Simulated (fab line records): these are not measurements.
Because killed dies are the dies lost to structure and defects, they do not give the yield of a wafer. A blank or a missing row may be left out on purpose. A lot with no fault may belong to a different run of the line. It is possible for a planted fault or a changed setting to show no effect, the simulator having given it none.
Split-lot experiment || flow berkeleyCmos170 || 5 lots, 23 wafers read, on a route of 331 steps

ON THE SPLIT
At UCB170_NLDD_IMPLANT_08, the setting energyKev was moved away from the recipe's 30 on 11 of the 23 wafers read, by -4.4% to +5.1%. This setting was run at the recipe's value on the other wafers.

FROM THE SPLIT TO THE READING: what the file shows between them, 12 steps
- UCB170_PSD_IMPLANT_08 (also split here: doseCm2)
- UCB170_PSD_STRIP_09: strips in O2
- UCB170_NSD_EXPOSE_03: exposes mask NSELECT MOD, target cd 1200 nm (also split here: doseMj)
- UCB170_NSD_PEB_04
- UCB170_NSD_DEVELOP_05: develop time 45 s
- UCB170_NSD_CD_MEAS_06: target cd 1200 nm
- UCB170_BACKSIDE_SOFTBAKE_02: time 60 s (also split here: timeS)
- UCB170_BACKSIDE_STRIP_03: strips in O2
- UCB170_BACKSIDE_CLEAN_04: cleans in SPM, time 600 s
- UCB170_SDANNEAL_RTA_00: time 10 s
- UCB170_SDANNEAL_RTA_01: time 5 s
- UCB170_SDANNEAL_RS_MEAS_02: measures by four-point-probe

THE READING
NLDD_RS (ohm/sq), read at UCB170_SDANNEAL_RS_MEAS_05 with a four-point probe. On this fab line, fault-free wafers typically give 616.5 ohm/sq with a standard deviation of 1.5 ohm/sq.

{"wafer": "L080.1", "tool, chamber at the split": "implanter-03, 0", "energyKev as run": 30, "against the recipe": "recipe", "NLDD_RS, ohm/sq": 615.1, "against lot-mates on the recipe": "-"}
{"wafer": "L080.2", "tool, chamber at the split": "implanter-03, 0", "energyKev as run": 30, "against the recipe": "recipe", "NLDD_RS, ohm/sq": 615.6, "against lot-mates on the recipe": "-"}
{"wafer": "L080.5", "tool, chamber at the split": "implanter-03, 0", "energyKev as run": 30, "against the recipe": "recipe", "NLDD_RS, ohm/sq": 615.0, "against lot-mates on the recipe": "-"}
{"wafer": "L082.1", "tool, chamber at the split": "implanter-03, 0", "energyKev as run": 30, "against the recipe": "recipe", "NLDD_RS, ohm/sq": 616.3, "against lot-mates on the recipe": "-"}
{"wafer": "L082.2", "tool, chamber at the split": "implanter-03, 0", "energyKev as run": 29.39, "against the recipe": "-2.0%", "NLDD_RS, ohm/sq": 617.6, "against lot-mates on the recipe": "+1.6"}
{"wafer": "L082.3", "tool, chamber at the split": "implanter-03, 0", "energyKev as run": 30, "against the recipe": "recipe", "NLDD_RS, ohm/sq": 615.8, "against lot-mates on the recipe": "-"}
{"wafer": "L082.4", "tool, chamber at the split": "implanter-03, 0", "energyKev as run": 29.39, "against the recipe": "-2.0%", "NLDD_RS, ohm/sq": 617.3, "against lot-mates on the recipe": "+1.2"}
{"wafer": "L082.5", "tool, chamber at the split": "implanter-03, 0", "energyKev as run": 29.39, "against the recipe": "-2.0%", "NLDD_RS, ohm/sq": 617.5, "against lot-mates on the recipe": "+1.5"}
{"wafer": "L081.1", "tool, chamber at the split": "implanter-02, 0", "energyKev as run": 30, "against the recipe": "recipe", "NLDD_RS, ohm/sq": 615.8, "against lot-mates on the recipe": "-"}
{"wafer": "L081.2", "tool, chamber at the split": "implanter-02, 0", "energyKev as run": 30, "against the recipe": "recipe", "NLDD_RS, ohm/sq": 614.6, "against lot-mates on the recipe": "-"}
{"wafer": "L081.4", "tool, chamber at the split": "implanter-02, 0", "energyKev as run": 31.52, "against the recipe": "+5.1%", "NLDD_RS, ohm/sq": 612.2, "against lot-mates on the recipe": -3.5}
{"wafer": "L081.5", "tool, chamber at the split": "implanter-02, 0", "energyKev as run": 31.52, "against the recipe": "+5.1%", "NLDD_RS, ohm/sq": 610.6, "against lot-mates on the recipe": -5.1}
{"wafer": "L081.6", "tool, chamber at the split": "implanter-02, 0", "energyKev as run": 30, "against the recipe": "recipe", "NLDD_RS, ohm/sq": 616.7, "against lot-mates on the recipe": "-"}
{"wafer": "L079.1", "tool, chamber at the split": "implanter-02, 0", "energyKev as run": 31.17, "against the recipe": "+3.9%", "NLDD_RS, ohm/sq": 611.8, "against lot-mates on the recipe": -3.1}
{"wafer": "L079.2", "tool, chamber at the split": "implanter-02, 0", "energyKev as run": 30, "against the recipe": "recipe", "NLDD_RS, ohm/sq": 614.8, "against lot-mates on the recipe": "-"}
{"wafer": "L079.4", "tool, chamber at the split": "implanter-02, 0", "energyKev as run": 31.17, "against the recipe": "+3.9%", "NLDD_RS, ohm/sq": 612.9, "against lot-mates on the recipe": -2.0}
{"wafer": "L079.5", "tool, chamber at the split": "implanter-02, 0", "energyKev as run": 31.17, "against the recipe": "+3.9%", "NLDD_RS, ohm/sq": 613.3, "against lot-mates on the recipe": -1.6}
{"wafer": "L079.6", "tool, chamber at the split": "implanter-02, 0", "energyKev as run": 30, "against the recipe": "recipe", "NLDD_RS, ohm/sq": 615.0, "against lot-mates on the recipe": "-"}
{"wafer": "L084.1", "tool, chamber at the split": "implanter-03, 0", "energyKev as run": 28.69, "against the recipe": "-4.4%", "NLDD_RS, ohm/sq": 622.5, "against lot-mates on the recipe": "+4.2"}
{"wafer": "L084.2", "tool, chamber at the split": "implanter-03, 0", "energyKev as run": 28.69, "against the recipe": "-4.4%", "NLDD_RS, ohm/sq": 619.6, "against lot-mates on the recipe": "+1.3"}
{"wafer": "L084.3", "tool, chamber at the split": "implanter-03, 0", "energyKev as run": 30, "against the recipe": "recipe", "NLDD_RS, ohm/sq": 618.4, "against lot-mates on the recipe": "-"}
{"wafer": "L084.5", "tool, chamber at the split": "implanter-03, 0", "energyKev as run": 28.69, "against the recipe": "-4.4%", "NLDD_RS, ohm/sq": 619.9, "against lot-mates on the recipe": "+1.6"}
{"wafer": "L084.6", "tool, chamber at the split": "implanter-03, 0", "energyKev as run": 30, "against the recipe": "recipe", "NLDD_RS, ohm/sq": 618.2, "against lot-mates on the recipe": "-"}

FIT RESULTS
A straight line over all 23 wafers: NLDD_RS changes by -0.935 ohm/sq for each +1% of energyKev; r = -0.92; the points scatter about the line by 1.1 ohm/sq.
The same after taking each lot's own level away (the mean of its wafers on the recipe; 23 wafers): -0.655 ohm/sq for each +1%; r = -0.92; scatter 0.79 ohm/sq.
The reading moves by 3.3 ohm/sq for the largest change in energyKev, on that fit.
Measured against the standard deviation above, the lots' own levels, which go from 614.90 to 618.30 ohm/sq, span 2.3 times it.
So the lot-to-lot level changes the slope: the two fits differ.
Check: -3.39 ohm/sq against its lot-mates is what the line predicts for one of the wafers moved furthest among these (+5.1%) when that wafer is left out of the fit. Against them it came out at -3.5 ohm/sq.

FURTHER SPLITS ON THESE WAFERS
Before the reading, these wafers also passed through other splits. Each is held against what the fit with the lots' levels taken away leaves over:
{"other split on the same wafers": "UCB170_PVT_COAT_01 spinRpm", "wafers away from the commonest value": 6, "r with NLDD_RS (lot level and that fit taken away)": "+0.00"}
{"other split on the same wafers": "UCB170_GATE_OXIDATION_01 tempC", "wafers away from the commonest value": 15, "r with NLDD_RS (lot level and that fit taken away)": "+0.27"}
{"other split on the same wafers": "UCB170_GATE_CVD_04 pressureMtorr", "wafers away from the commonest value": 15, "r with NLDD_RS (lot level and that fit taken away)": "+0.26"}
{"other split on the same wafers": "UCB170_GATE_ETCH_15 overEtchFrac", "wafers away from the commonest value": 11, "r with NLDD_RS (lot level and that fit taken away)": -0.11}
{"other split on the same wafers": "UCB170_PSD_IMPLANT_08 doseCm2", "wafers away from the commonest value": 5, "r with NLDD_RS (lot level and that fit taken away)": -0.46}
{"other split on the same wafers": "UCB170_NSD_EXPOSE_03 doseMj", "wafers away from the commonest value": 9, "r with NLDD_RS (lot level and that fit taken away)": "+0.03"}
{"other split on the same wafers": "UCB170_BACKSIDE_SOFTBAKE_02 timeS", "wafers away from the commonest value": 6, "r with NLDD_RS (lot level and that fit taken away)": "+0.11"}

THE WHOLE CHAIN: every reading that the file lists as answering this split, in the file's order
{"step": "UCB170_NLDD_IMPLANT_08", "what it does": "", "reading": "implant.rpNm (the simulator's own value, which no gauge read)", "change (the file's fit)": "+0.167 nm for each +1% of the setting", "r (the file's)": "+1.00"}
{"step": "UCB170_NLDD_IMPLANT_08", "what it does": "", "reading": "implant.drpNm (the simulator's own value, which no gauge read)", "change (the file's fit)": "+0.0702 nm for each +1% of the setting", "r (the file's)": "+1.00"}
{"step": "UCB170_SDANNEAL_RS_MEAS_05", "what it does": "measures by four-point-probe", "reading": "NLDD_RS", "change (the file's fit)": "-0.681 for each +1% of the setting", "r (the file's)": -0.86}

FILE'S OWN FIT
NLDD_RS changes by -0.681 ohm/sq for each +1% of energyKev, r = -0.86.
